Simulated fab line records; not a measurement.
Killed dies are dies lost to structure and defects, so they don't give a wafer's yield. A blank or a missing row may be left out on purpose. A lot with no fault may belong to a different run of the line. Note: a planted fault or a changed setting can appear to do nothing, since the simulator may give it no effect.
fab line records	flow berkeleyCmos170
record lots=14	wafers=42	lastDay=13
route steps=331 shown GATE@140 PSD@183 SDANNEAL@204 M1@240
lots that met no fault: taken from a fault-free run of the same line
startH: hours from the record's first day to the start of the lot's first wafer shown	waitH: hours since the lot's step before	" repeats the value in the row above	L1.1+2: a row that stands for several wafers	- either no value or no given start	* or withheld: withheld	< > ~ a bound
route shown NAME@n: a module of which the file shows steps, and the number in the route of the first	usual: mean/standard deviation of fault-free wafers	same: alike in all rows	chamber/n: place in a boat	sites: per-site readings	_std_site: the values' standard deviation	_edge_site: mean of outer sites minus mean of inner sites	radiusMm: how far each site lies from the wafer's centre	mask NAME#n: copy n	behind: the last tool/chamber to shape the wafer	hold: what put the lot on hold/how long, in hours/how the hold closed	device: which transistor (n, p or np) failed to switch	end of line: at the end of the route, the tests of the same wafers	for a step that has no rows: nothing shown but its recipe	killed: dies that structure and defects cost at the first sort, which is not the same as the wafer's yield	map: a wafer's dies, marking killed ones x, the rest . and places with no die _
set.NAME: setting as actually run; set.NAME@STEP: the setting as run at that earlier step	model.NAME: the simulator's own value behind a step, which no gauge read
steps of the route over a sample of lots; a table a step, a row a wafer
services: a tool's chamber out of use, with start hour (startH, from the record's first day; less than 0 if before it), hours out, and reason
## steps
# step UCB170_GATE_ETCH_14
# recipe chemistry=N2/H2	targetDepthA=withheld	overetchA=withheld	target=BARC	timeS=withheld	sourceW=500	biasW=100	pressureMtorr=30	n2FlowSccm=100	h2FlowSccm=200
# usual chamberPressureMTorr=30.001/0.028	drypumpMotorCurrentA=5.5/0.36	oesProductAu=0.996/0.021	throttleValvePct=13.32/0.11
lot.wafer	tool	chamber	startH	waitH	chamberPressureMTorr	drypumpMotorCurrentA	oesProductAu	throttleValvePct
L159.4	rieDiel-03	2	155.79	0.0	30.003	5.3	0.995	13.24
L159.5	"	2	"	"	30.002	5.3	0.993	13.25
L159.6	"	3	"	"	29.997	5.2	0.993	13.39
L161.2	rieDiel-02	3	164.21	0.0	30.032	6.1	0.939	13.46
L161.4	"	0	"	"	29.941	5.9	0.984	13.11
L161.5	"	2	"	"	30.003	5.2	0.994	13.49
L164.1	rieDiel-04	3	173.11	0.0	30.013	5.2	1.001	13.31
L164.3	"	1	"	"	30.010	5.5	1.023	13.27
L164.4	"	0	"	"	30.041	5.1	1.010	13.26
L163.3	rieDiel-03	3	173.31	0.0	29.974	5.2	0.989	13.38
L163.5	"	3	"	"	30.028	5.2	0.988	13.39
L163.6	"	0	"	"	29.972	5.4	0.991	13.29
L162.1	rieDiel-02	0	173.40	0.0	30.042	6.0	0.990	13.08
L162.4	"	2	"	"	30.043	5.2	1.004	13.51
L162.6	"	0	"	"	29.996	5.9	0.999	13.10
L167.2	rieDiel-04	2	200.67	0.0	30.013	6.1	0.980	13.22
L167.4	"	0	"	"	30.022	5.1	1.004	13.27
L167.5	"	3	"	"	29.981	5.2	0.994	13.31
L166.3	rieDiel-02	1	200.75	0.0	29.973	5.7	1.009	13.31
L166.5	"	0	"	"	30.006	5.9	0.982	13.09
L166.6	"	3	"	"	30.017	6.1	0.940	13.47
L172.1	rieDiel-02	0	215.10	0.0	29.997	6.0	0.971	13.10
L172.3	"	1	"	"	30.005	5.7	1.003	13.32
L172.4	"	2	"	"	29.993	5.2	0.989	13.50
L171.4	rieDiel-03	3	215.39	0.0	29.999	5.2	1.003	13.37
L171.5	"	2	"	"	30.025	5.3	0.980	13.26
L171.6	"	1	"	"	29.991	5.9	1.025	13.46
L170.1	rieDiel-02	0	215.55	0.0	29.967	6.0	0.986	13.10
L170.2	"	2	"	"	29.990	5.2	0.988	13.51
L170.6	"	2	"	"	30.012	5.3	0.990	13.53
L168.2	rieDiel-04	1	215.63	0.0	29.978	5.5	1.036	13.28
L168.5	"	3	"	"	30.019	5.2	0.988	13.31
L168.6	"	0	"	"	30.024	5.1	0.999	13.26
L177.1	rieDiel-03	3	244.54	0.0	29.981	5.2	0.993	13.38
L177.3	"	2	"	"	29.992	5.3	0.993	13.27
L177.6	"	1	"	"	29.997	5.9	1.017	13.49
L179.2	rieDiel-04	0	245.28	0.0	30.009	5.1	0.991	13.25
L179.4	"	1	"	"	29.998	5.6	1.027	13.27
L179.5	"	2	"	"	30.062	6.2	0.980	13.22
L181.1	rieDiel-04	2	259.17	0.0	30.019	6.2	0.983	13.23
L181.2	"	0	"	"	30.051	5.1	1.001	13.26
L181.4	"	1	"	"	29.987	5.6	1.034	13.27
# step UCB170_PSD_IMPLANT_08
# recipe species=B	doseCm2=3e+15	energyKev=20	tiltDeg=7
# usual beamEnergyKeV=20.000/0.0066	doseIonsCm2=3e+15/3.2e+12	endStationPressureTorr=1.26e-05/7e-07	faradayCurrentUA=9259/180
lot.wafer	tool	chamber	startH	waitH	beamEnergyKeV	doseIonsCm2	endStationPressureTorr	faradayCurrentUA
L159.4	implanter-02	0	170.18	0.1	20.008	3e+15	1.14e-05	9215
L159.5	"	0	"	"	20.001	3e+15	1.16e-05	9348
L159.6	"	0	"	"	20.007	3e+15	1.19e-05	9324
L161.2	implanter-02	0	176.55	0.0	19.992	2.994e+15	1.16e-05	9016
L161.4	"	0	"	"	19.998	2.996e+15	1.33e-05	9225
L161.5	"	0	"	"	20.006	3.003e+15	1.4e-05	9152
L162.1	implanter-04	0	185.62	0.0	20.002	2.997e+15	1.11e-05	9365
L162.4	"	0	"	"	19.999	3.003e+15	1.23e-05	9451
L162.6	"	0	"	"	20.002	3e+15	1.1e-05	9196
L163.3	implanter-01	0	186.17	0.1	20.001	3.005e+15	1.22e-05	9234
L163.5	"	0	"	"	20.007	3.002e+15	1.27e-05	9175
L163.6	"	0	"	"	19.990	2.998e+15	1.18e-05	9376
L164.1	implanter-04	0	186.34	0.0	19.993	3.004e+15	1.37e-05	9309
L164.3	"	0	"	"	19.998	3.001e+15	1.27e-05	9294
L164.4	"	0	"	"	20.001	3.001e+15	1.36e-05	9475
L167.2	implanter-01	0	213.21	0.0	20.003	3e+15	1.31e-05	9455
L167.4	"	0	"	"	20.006	2.999e+15	1.26e-05	8925
L167.5	"	0	"	"	20.007	3e+15	1.25e-05	9829
L166.3	implanter-02	0	213.42	0.1	19.972	3e+15	1.2e-05	9039
L166.5	"	0	"	"	19.990	2.992e+15	1.25e-05	9041
L166.6	"	0	"	"	19.997	3.001e+15	1.37e-05	9423
L172.1	implanter-01	0	226.79	0.0	19.989	2.994e+15	1.11e-05	9301
L172.3	"	0	"	"	19.990	3e+15	1.4e-05	8929
L172.4	"	0	"	"	20.000	3e+15	1.33e-05	9171
L170.1	implanter-02	0	227.62	0.0	20.004	2.998e+15	1.22e-05	9672
L170.2	"	0	"	"	20.001	2.997e+15	1.23e-05	9075
L170.6	"	0	"	"	19.992	3.005e+15	1.16e-05	9326
L171.4	implanter-01	0	227.77	0.1	20.005	2.993e+15	1.32e-05	8906
L171.5	"	0	"	"	20.007	2.999e+15	1.27e-05	9400
L171.6	"	0	"	"	20.001	2.994e+15	1.28e-05	8995
L168.2	implanter-02	0	227.92	0.0	20.000	3.003e+15	1.29e-05	9541
L168.5	"	0	"	"	19.994	3.002e+15	1.22e-05	9009
L168.6	"	0	"	"	20.000	3.002e+15	1.24e-05	9138
L177.1	implanter-02	0	257.12	0.0	20.003	2.24e+15	1.11e-05	6929
L177.3	"	0	"	"	19.993	2.238e+15	1.17e-05	7124
L177.6	"	0	"	"	19.999	2.242e+15	1.04e-05	6956
L179.2	implanter-02	0	257.75	0.0	20.000	2.24e+15	1.09e-05	6737
L179.4	"	0	"	"	20.002	2.242e+15	1.01e-05	6940
L179.5	"	0	"	"	20.003	2.24e+15	1.02e-05	6972
L181.1	implanter-01	0	272.31	0.0	20.002	3e+15	1.31e-05	9496
L181.2	"	0	"	"	20.007	2.998e+15	1.22e-05	9141
L181.4	"	0	"	"	19.997	3.002e+15	1.23e-05	9036
# step UCB170_PSD_STRIP_09
# recipe chemistry=O2	powerW=400	pressureMtorr=3500	platenTempC=withheld	o2FlowSccm=400	overashFraction=0.5
# usual chamberPressureMTorr=3500/3	drypumpMotorCurrentA=5.9/0.4	o2FlowSccm=400.1/1.2	oesProductAu=0.600/0.0048	stripTimeToEndpointS=29.41/0.078
lot.wafer	tool	chamber	startH	waitH	chamberPressureMTorr	drypumpMotorCurrentA	o2FlowSccm	oesProductAu	rfHoursCounterH	stripTimeToEndpointS
L159.4	plasmaAsher-02	0	170.28	0.1	3500	6.4	398.8	0.608	-	29.31
L159.5	"	0	"	"	3498	6.4	398.0	0.610	-	29.31
L159.6	"	1	"	"	3504	5.5	400.3	0.600	-	29.22
L161.2	plasmaAsher-01	0	176.68	0.1	3502	6.3	400.9	0.599	44	29.48
L161.4	"	1	"	"	3502	5.4	401.4	0.597	-	29.48
L161.5	"	0	"	"	3499	6.2	399.3	0.606	-	29.52
L162.1	plasmaAsher-01	1	185.77	0.1	3502	5.4	401.6	0.604	45	29.41
L162.4	"	0	"	"	3501	6.2	404.0	0.605	-	29.42
L162.6	"	0	"	"	3504	6.2	402.1	0.597	-	29.45
L163.3	plasmaAsher-01	1	186.31	0.1	3502	5.4	399.8	0.600	-	29.40
L163.5	"	1	"	"	3496	5.4	399.8	0.594	-	29.37
L163.6	"	0	"	"	3505	6.2	398.7	0.601	-	29.42
L164.1	plasmaAsher-02	0	186.49	0.1	3495	6.4	401.5	0.604	48	29.36
L164.3	"	1	"	"	3501	5.5	400.2	0.604	-	29.28
L164.4	"	0	"	"	3499	6.4	399.7	0.607	-	29.39
L167.2	plasmaAsher-04	0	213.33	0.1	3499	5.6	401.1	0.608	42	29.49
L167.4	"	1	"	"	3502	6.3	398.9	0.603	-	29.43
L167.5	"	1	"	"	3499	6.3	399.2	0.604	-	29.43
L166.3	plasmaAsher-01	0	213.56	0.1	3498	6.2	399.8	0.610	-	29.52
L166.5	"	1	"	"	3501	5.4	402.7	0.602	-	29.37
L166.6	"	0	"	"	3505	6.2	400.2	0.596	-	29.33
L172.1	plasmaAsher-04	1	226.94	0.1	3499	6.3	400.0	0.601	43	29.42
L172.3	"	1	"	"	3496	6.3	397.7	0.600	-	29.33
L172.4	"	0	"	"	3501	5.7	399.1	0.598	-	29.40
L170.1	plasmaAsher-04	0	227.77	0.1	3503	5.7	401.9	0.602	44	29.33
L170.2	"	1	"	"	3498	6.3	400.0	0.604	44	29.42
L170.6	"	0	"	"	3500	5.6	400.7	0.597	-	29.41
L171.4	plasmaAsher-01	1	227.87	0.1	3502	5.4	398.6	0.609	-	29.41
L171.5	"	1	"	"	3505	5.4	401.0	0.594	-	29.36
L171.6	"	0	"	"	3494	6.2	399.1	0.602	-	29.42
L168.2	plasmaAsher-04	1	228.04	0.1	3500	6.3	397.2	0.601	44	29.38
L168.5	"	0	"	"	3502	5.7	401.4	0.595	-	29.38
L168.6	"	1	"	"	3500	6.3	399.1	0.602	-	29.33
L177.1	plasmaAsher-02	0	257.27	0.1	3503	6.4	402.0	0.635	54	26.55
L177.3	"	0	"	"	3496	6.4	400.5	0.640	-	26.49
L177.6	"	0	"	"	3503	6.4	402.8	0.640	-	26.54
L179.2	plasmaAsher-04	0	257.87	0.1	3497	5.7	399.0	0.643	47	26.30
L179.4	"	0	"	"	3504	5.6	398.7	0.644	-	26.17
L179.5	"	0	"	"	3495	5.7	401.3	0.643	-	26.14
L181.1	plasmaAsher-01	0	272.46	0.1	3503	6.2	399.1	0.605	57	29.42
L181.2	"	1	"	"	3501	5.4	398.5	0.603	57	29.40
L181.4	"	1	"	"	3503	5.5	401.8	0.602	-	29.45
# step UCB170_PSD_TW_MEAS_10
# usual PSD_TW=2337/21
lot.wafer	tool	chamber	startH	waitH	PSD_TW
L159.4	filmMetro-04	-	170.38	0.1	2339
L159.5	"	-	"	"	2336
L159.6	"	-	"	"	2347
L161.2	filmMetro-04	-	176.79	0.1	2351
L161.4	"	-	"	"	2355
L161.5	"	-	"	"	2353
L162.1	filmMetro-02	-	185.87	0.1	2325
L162.4	"	-	"	"	2334
L162.6	"	-	"	"	2326
L163.3	filmMetro-01	-	186.39	0.1	2311
L163.5	"	-	"	"	2322
L163.6	"	-	"	"	2313
L164.1	filmMetro-04	-	186.59	0.1	2339
L164.3	"	-	"	"	2341
L164.4	"	-	"	"	2365
L167.2	filmMetro-04	-	213.44	0.1	2360
L167.4	"	-	"	"	2352
L167.5	"	-	"	"	2354
L166.3	filmMetro-04	-	213.64	0.1	2350
L166.5	"	-	"	"	2350
L166.6	"	-	"	"	2363
L172.1	filmMetro-04	-	227.04	0.1	2365
L172.3	"	-	"	"	2357
L172.4	"	-	"	"	2365
L170.1	filmMetro-02	-	227.87	0.1	2313
L170.2	"	-	"	"	2316
L170.6	"	-	"	"	2307
L171.4	filmMetro-04	-	227.97	0.1	2365
L171.5	"	-	"	"	2369
L171.6	"	-	"	"	2347
L168.2	filmMetro-04	-	228.15	0.1	2352
L168.5	"	-	"	"	2343
L168.6	"	-	"	"	2350
L177.1	filmMetro-01	-	257.37	0.1	2114
L177.3	"	-	"	"	2111
L177.6	"	-	"	"	2116
L179.2	filmMetro-02	-	257.98	0.1	2121
L179.4	"	-	"	"	2112
L179.5	"	-	"	"	2116
L181.1	filmMetro-01	-	272.56	0.1	2317
L181.2	"	-	"	"	2318
L181.4	"	-	"	"	2315
# step UCB170_SDANNEAL_RTA_00
# recipe tempC=900	timeS=10	ambient=N2
# usual lampPowerPct=28.57/0.28	wafer_temp_C_max=905.6/1.6
# same timeS=10
lot.wafer	tool	chamber	startH	waitH	lampPowerPct	wafer_temp_C_max
L159.4	rtpAnneal-01	0	173.66	0.0	28.40	906.5
L159.5	"	0	"	"	28.35	908.4
L159.6	"	0	"	"	28.33	906.1
L161.2	rtpAnneal-02	0	181.78	0.0	28.88	904.4
L161.4	"	0	"	"	28.94	906.9
L161.5	"	0	"	"	28.93	903.6
L162.1	rtpAnneal-01	0	189.09	0.0	28.39	908.4
L162.4	"	0	"	"	28.32	905.8
L162.6	"	0	"	"	28.36	905.3
L163.3	rtpAnneal-01	0	189.56	0.0	28.38	907.7
L163.5	"	0	"	"	28.36	907.6
L163.6	"	0	"	"	28.34	906.2
L164.1	rtpAnneal-01	0	189.99	0.0	28.34	905.4
L164.3	"	0	"	"	28.33	906.2
L164.4	"	0	"	"	28.38	906.9
L167.2	rtpAnneal-02	0	217.60	0.0	28.94	904.6
L167.4	"	0	"	"	28.98	905.4
L167.5	"	0	"	"	28.94	903.3
L166.3	rtpAnneal-01	0	217.82	0.0	28.34	904.1
L166.5	"	0	"	"	28.36	907.1
L166.6	"	0	"	"	28.41	905.5
L172.1	rtpAnneal-02	0	230.48	0.0	28.89	902.5
L172.3	"	0	"	"	28.93	902.7
L172.4	"	0	"	"	28.91	903.6
L170.1	rtpAnneal-02	0	231.33	0.0	28.93	904.1
L170.2	"	0	"	"	28.96	903.0
L170.6	"	0	"	"	28.93	903.2
L171.4	rtpAnneal-01	0	231.47	0.1	28.39	906.2
L171.5	"	0	"	"	28.35	905.9
L171.6	"	0	"	"	28.34	909.2
L168.2	rtpAnneal-01	0	231.82	0.0	28.31	907.5
L168.5	"	0	"	"	28.33	906.1
L168.6	"	0	"	"	28.39	905.6
L177.1	rtpAnneal-01	0	261.56	0.0	28.34	905.3
L177.3	"	0	"	"	28.35	904.6
L177.6	"	0	"	"	28.42	908.2
L179.2	rtpAnneal-01	0	262.28	0.0	28.34	906.7
L179.4	"	0	"	"	28.34	909.0
L179.5	"	0	"	"	28.36	905.6
L181.1	rtpAnneal-02	0	275.96	0.0	28.96	904.8
L181.2	"	0	"	"	28.94	904.7
L181.4	"	0	"	"	28.92	903.5
# step UCB170_SDANNEAL_RS_MEAS_02
# recipe thkMeasGauge=four-point-probe
# usual PSD_RS=75.6/0.33
lot.wafer	tool	chamber	startH	waitH	PSD_RS[ohm/sq]
L159.4	filmMetro-01	-	173.82	0.1	76.3
L159.5	"	-	"	"	76.1
L159.6	"	-	"	"	75.9
L161.2	filmMetro-01	-	181.95	0.1	75.4
L161.4	"	-	"	"	75.5
L161.5	"	-	"	"	75.1
L162.1	filmMetro-01	-	189.21	0.0	75.5
L162.4	"	-	"	"	75.3
L162.6	"	-	"	"	75.5
L163.3	filmMetro-02	-	189.70	0.1	75.7
L163.5	"	-	"	"	75.7
L163.6	"	-	"	"	75.7
L164.1	filmMetro-04	-	190.12	0.1	75.1
L164.3	"	-	"	"	75.3
L164.4	"	-	"	"	75.0
L167.2	filmMetro-01	-	217.74	0.1	75.5
L167.4	"	-	"	"	75.2
L167.5	"	-	"	"	75.2
L166.3	filmMetro-04	-	217.96	0.1	75.0
L166.5	"	-	"	"	74.9
L166.6	"	-	"	"	75.2
L172.1	filmMetro-02	-	230.60	0.0	75.7
L172.3	"	-	"	"	75.7
L172.4	"	-	"	"	75.6
L170.1	filmMetro-02	-	231.46	0.0	75.8
L170.2	"	-	"	"	75.6
L170.6	"	-	"	"	75.6
L171.4	filmMetro-04	-	231.64	0.1	75.5
L171.5	"	-	"	"	75.6
L171.6	"	-	"	"	75.4
L168.2	filmMetro-01	-	231.95	0.1	75.5
L168.5	"	-	"	"	76.1
L168.6	"	-	"	"	75.7
L177.1	filmMetro-04	-	261.68	0.0	92.6
L177.3	"	-	"	"	92.9
L177.6	"	-	"	"	92.6
L179.2	filmMetro-04	-	262.41	0.1	93.5
L179.4	"	-	"	"	93.8
L179.5	"	-	"	"	93.6
L181.1	filmMetro-04	-	276.08	0.0	75.7
L181.2	"	-	"	"	75.9
L181.4	"	-	"	"	75.8
# step UCB170_M1_THK_MEAS_02
# recipe thkMeasGauge=xrf	reads=Al_of_M1_SPUTTER_00
# usual M1_AL_THK=597/8.4
lot.wafer	tool	chamber	startH	waitH	M1_AL_THK[nm]
L159.4	filmMetro-02	-	181.77	0.1	581
L159.5	"	-	"	"	577
L159.6	"	-	"	"	590
L161.2	filmMetro-04	-	188.48	0.1	595
L161.4	"	-	"	"	608
L161.5	"	-	"	"	597
L162.1	filmMetro-02	-	196.55	0.1	591
L162.4	"	-	"	"	589
L162.6	"	-	"	"	598
L164.1	filmMetro-01	-	197.35	0.1	592
L164.3	"	-	"	"	598
L164.4	"	-	"	"	598
L163.3	filmMetro-02	-	197.45	0.1	592
L163.5	"	-	"	"	596
L163.6	"	-	"	"	603
L167.2	filmMetro-01	-	228.14	0.1	596
L167.4	"	-	"	"	584
L167.5	"	-	"	"	583
L166.3	filmMetro-01	-	228.65	0.1	608
L166.5	"	-	"	"	615
L166.6	"	-	"	"	601
L172.1	filmMetro-02	-	236.15	0.1	597
L172.3	"	-	"	"	596
L172.4	"	-	"	"	604
L171.4	filmMetro-04	-	238.31	0.1	590
L171.5	"	-	"	"	605
L171.6	"	-	"	"	588
L170.1	filmMetro-01	-	238.35	0.1	598
L170.2	"	-	"	"	604
L170.6	"	-	"	"	603
L168.2	filmMetro-02	-	238.62	0.1	605
L168.5	"	-	"	"	592
L168.6	"	-	"	"	608
L177.1	filmMetro-02	-	268.99	0.1	590
L177.3	"	-	"	"	585
L177.6	"	-	"	"	587
L179.2	filmMetro-01	-	269.42	0.1	595
L179.4	"	-	"	"	589
L179.5	"	-	"	"	587
L181.1	filmMetro-01	-	284.01	0.1	604
L181.2	"	-	"	"	592
L181.4	"	-	"	"	590
## services
tool	chamber	startH	hours	kind
implanter-02	-	134.38	2.8	pm
rieDiel-02	1	139.45	7.7	repair
rieDiel-03	3	139.70	8.0	repair
implanter-01	-	144.67	6.9	repair
implanter-04	-	149.61	1.5	pm
rieDiel-04	1	151.84	6.9	repair
rtpAnneal-02	-	156.75	3.8	pm
rieDiel-02	1	162.33	7.0	repair
implanter-04	-	168.84	4.1	repair
rieDiel-02	1	169.30	-	clean
rieDiel-02	1	169.30	27.7	scheduledDown
rieDiel-02	1	169.30	27.7	ventCycle
rtpAnneal-01	-	170.55	2.3	repair
plasmaAsher-04	-	173.93	14.6	pm
rieDiel-04	0	192.18	7.9	repair
implanter-04	-	192.53	1.6	repair
plasmaAsher-02	-	200.79	28.1	pm
implanter-04	-	206.12	3.2	pm
rieDiel-04	2	206.15	22.8	repair
rieDiel-03	3	216.16	1.2	repair
rieDiel-02	3	239.06	2.3	repair
rieDiel-04	0	251.67	1.6	repair
implanter-04	-	272.51	3.0	repair
## key
firstSign step=UCB170_PSD_IMPLANT_08	reading=doseIonsCm2	direction=down	sigmas=99+	usual=3e+15	struck=2.24e+15
effect step=UCB170_PSD_IMPLANT_08	reading=faradayCurrentUA	direction=down	sigmas=13	usual=9259	struck=6943
effect step=UCB170_PSD_STRIP_09	reading=stripTimeToEndpointS	direction=down	sigmas=39	usual=*	struck=*
effect step=UCB170_PSD_TW_MEAS_10	reading=PSD_TW	direction=down	sigmas=10	usual=2337	struck=2115
effect step=UCB170_SDANNEAL_RS_MEAS_02	reading=PSD_RS	direction=up	sigmas=53	usual=75.6	struck=93.2
metAt UCB170_PSD_IMPLANT_08
struckLots L177,L179
testerLeftOut L177,L179
notActingAt UCB170_GATE_ETCH_14,UCB170_SDANNEAL_RTA_00,UCB170_M1_THK_MEAS_02
onsetBetween 227.92 257.12
fault kind=processParameterDrift	tool=implanter-02	chamber=-	onsetH=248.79	steps=UCB170_PSD_IMPLANT_08	channel=doseCm2	offset=-7.6257e+14	shape=step	endH=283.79	actsIn=theseRecipesOnly	stated=3e+15
# testerLeftOut: of these lots the tester's yield and bins aren't shown, on N5 and GAA mostly nor the transistor test; their killed dies are dies lost to structure and defects alone, not to doping, threshold or leakage, so they don't give the yield
